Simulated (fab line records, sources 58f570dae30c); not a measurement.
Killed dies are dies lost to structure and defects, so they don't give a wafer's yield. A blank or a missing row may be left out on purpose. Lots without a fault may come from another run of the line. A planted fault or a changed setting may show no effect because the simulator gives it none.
Which tool did it? | flow berkeley_cmos170 | 7 lots, 21 wafers sampled, at 2 steps of a route of 331

WHAT THE GAUGES READ, wafer by wafer
UCB170_M3_RS_MEAS_02: measures by four-point-probe.
lot  | measured     | on            | M3_AL_RS (ohm/sq)
L977 | day 8 23:18  | film_metro-04 | 0.0319 0.0323 0.0320
L975 | day 8 23:30  | film_metro-03 | 0.0324 0.0327 0.0325
L979 | day 9 08:32  | film_metro-04 | 0.0316 0.0319 0.0320
L984 | day 10 07:20 | film_metro-01 | 0.0322 0.0323 0.0320
L985 | day 10 23:53 | film_metro-04 | 0.0322 0.0322 0.0320
L989 | day 11 21:44 | film_metro-03 | 0.0321 0.0320 0.0320
L994 | day 12 15:56 | film_metro-04 | 0.0318 0.0318 0.0318

WHICH TOOL RAN EACH LOT (tool, then ch and the chambers of the sampled wafers, then the start)
lot  | UCB170_V2_CMP_02
L977 | cmp-02 ch 1,2,3, day 8 20:50
L975 | cmp-01 ch 0,2,3, day 8 21:12
L979 | cmp-02 ch 0,1,2, day 9 05:53
L984 | cmp-02 ch 1,2, day 10 04:59
L985 | cmp-01 ch 0,1,2, day 10 21:31
L989 | cmp-02 ch 0,3, day 11 19:02
L994 | cmp-02 ch 0,3, day 12 13:33
- UCB170_V2_CMP_02: polishes SiO2.

THE ANSWER, worked out from the rows above alone
Rule: what is usual is taken from the lots themselves. Put in order of their means at a reading, lots are off if they are a third of the lots or fewer, leave a main group of 4 or more, and stand apart from it by a gap of 3 or more times the standard deviation of the main group's means; of several such gaps the widest counts. A main group whose means are all the same, to the digits that the tables above print for the reading, isn't used. A lot without any number at a reading at which 4 lots or more have one is off too. The other lots that the step has rows for count as sound.
No lot is off at any reading shown: from this, nothing can be told.

WHAT THE SIMULATOR HAD PUT IN
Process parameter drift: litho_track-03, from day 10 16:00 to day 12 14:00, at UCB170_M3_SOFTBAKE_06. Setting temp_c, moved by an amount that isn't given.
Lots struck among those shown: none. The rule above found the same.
